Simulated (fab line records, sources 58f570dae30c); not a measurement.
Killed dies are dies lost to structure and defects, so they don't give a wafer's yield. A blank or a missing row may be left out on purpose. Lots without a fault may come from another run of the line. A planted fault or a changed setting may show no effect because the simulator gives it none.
Split-lot experiment | flow berkeley_cmos170 | 5 lots, 23 wafers read, on a route of 331 steps

THE SPLIT
At UCB170_M2_SPUTTER_01 (material Al, target thk 900 nm, time 120 s), the setting power_w was moved away from the recipe's 6000 W on 10 of the 23 wafers read, by -8.1% to +8.3%. The other wafers ran this setting at the recipe's value.

FROM THE SPLIT TO THE READING: what the file shows between them, 2 steps
- UCB170_M2_RS_MEAS_02: measures by four-point-probe
- UCB170_M2_THK_MEAS_03: measures by xrf

THE READING
oes_product_au, in a.u., at UCB170_M2_METAL_ETCH_18 (etches Al in Cl2/BCl3, stops on SiO2, target depth 1170 nm, time 195 s). Fault-free wafers of this fab line usually give 0.856 a.u., standard deviation 0.0079 a.u..

wafer  | tool, chamber at the split | power_w as run, W | against the recipe | oes_product_au, a.u. | against lot-mates on the recipe
L075.1 | pvd_sputter-02, -          | 5695              | -5.1%              | 0.820                | -0.034
L075.3 | pvd_sputter-02, -          | 6000              | recipe             | 0.851                | -
L075.4 | pvd_sputter-02, -          | 6000              | recipe             | 0.859                | -
L075.5 | pvd_sputter-02, -          | 5695              | -5.1%              | 0.832                | -0.022
L075.6 | pvd_sputter-02, -          | 6000              | recipe             | 0.851                | -
L077.1 | pvd_sputter-02, -          | 6000              | recipe             | 0.846                | -
L077.2 | pvd_sputter-02, -          | 5516              | -8.1%              | 0.809                | -0.041
L077.3 | pvd_sputter-02, -          | 6000              | recipe             | 0.849                | -
L077.4 | pvd_sputter-02, -          | 6000              | recipe             | 0.855                | -
L077.5 | pvd_sputter-02, -          | 5516              | -8.1%              | 0.815                | -0.035
L078.1 | pvd_sputter-02, -          | 6000              | recipe             | 0.855                | -
L078.3 | pvd_sputter-02, -          | 6000              | recipe             | 0.873                | -
L078.6 | pvd_sputter-02, -          | 6000              | recipe             | 0.862                | -
L080.1 | pvd_sputter-02, -          | 6000              | recipe             | 0.863                | -
L080.2 | pvd_sputter-02, -          | 6497              | +8.3%              | 0.903                | +0.040
L080.3 | pvd_sputter-02, -          | 6000              | recipe             | 0.862                | -
L080.4 | pvd_sputter-02, -          | 6497              | +8.3%              | 0.896                | +0.033
L080.5 | pvd_sputter-02, -          | 6497              | +8.3%              | 0.893                | +0.030
L082.1 | pvd_sputter-01, -          | 6431              | +7.2%              | 0.884                | +0.031
L082.2 | pvd_sputter-01, -          | 6431              | +7.2%              | 0.889                | +0.036
L082.3 | pvd_sputter-01, -          | 6431              | +7.2%              | 0.893                | +0.040
L082.5 | pvd_sputter-01, -          | 6000              | recipe             | 0.852                | -
L082.6 | pvd_sputter-01, -          | 6000              | recipe             | 0.854                | -

THE FIT
A straight line over all 23 wafers: oes_product_au changes by +0.0051 a.u. for each +1% of power_w; r = +0.97; the points scatter about the line by 0.0065 a.u..
The same after taking each lot's own level away (the mean of its wafers on the recipe; 23 wafers): +0.00468 a.u. for each +1%; r = +0.98; scatter 0.005 a.u..
On that fit, the largest move of power_w shifts the reading by 0.039 a.u..
The lots' own levels span 0.8500 to 0.8633 a.u., that is 1.7 times the standard deviation above.
So the lot-to-lot level changes the slope little: the two slopes agree.
Check: with one of the wafers moved furthest among these (+8.3%) left out of the fit, the line predicts +0.0378 a.u. for it against its lot-mates. It came out at +0.0405 a.u. against them.

OTHER SPLITS ON THESE WAFERS
These wafers also went through other splits before the reading. Each is held against what the fit with the lots' levels taken away leaves over:
other split on the same wafers | wafers away from the commonest value | r with oes_product_au (lot level and that fit taken away)
UCB170_M1_ETCH_11 source_w     | 5                                    | -0.17

THE WHOLE CHAIN: every reading that the file lists as answering this split, in the file's order
step                    | what it does                                                           | reading                                                                     | change (the file's fit)                   | r (the file's)
UCB170_M2_SPUTTER_01    | material Al, target thk 900 nm, time 120 s                             | Al_of_M2_SPUTTER_01.thk_nm (the simulator's own value, which no gauge read) | +8.81 nm for each +1% of the setting      | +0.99
UCB170_M2_RS_MEAS_02    | measures by four-point-probe                                           | M2_AL_RS                                                                    | -0.000318 for each +1% of the setting     | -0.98
UCB170_M2_THK_MEAS_03   | measures by xrf                                                        | M2_AL_THK                                                                   | +8.6 for each +1% of the setting          | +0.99
UCB170_M2_METAL_ETCH_18 | etches Al in Cl2/BCl3, stops on SiO2, target depth 1170 nm, time 195 s | oes_product_au                                                              | +0.00468 a.u. for each +1% of the setting | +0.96

THE FILE'S OWN FIT
oes_product_au changes by +0.00468 a.u. for each +1% of power_w, r = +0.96.
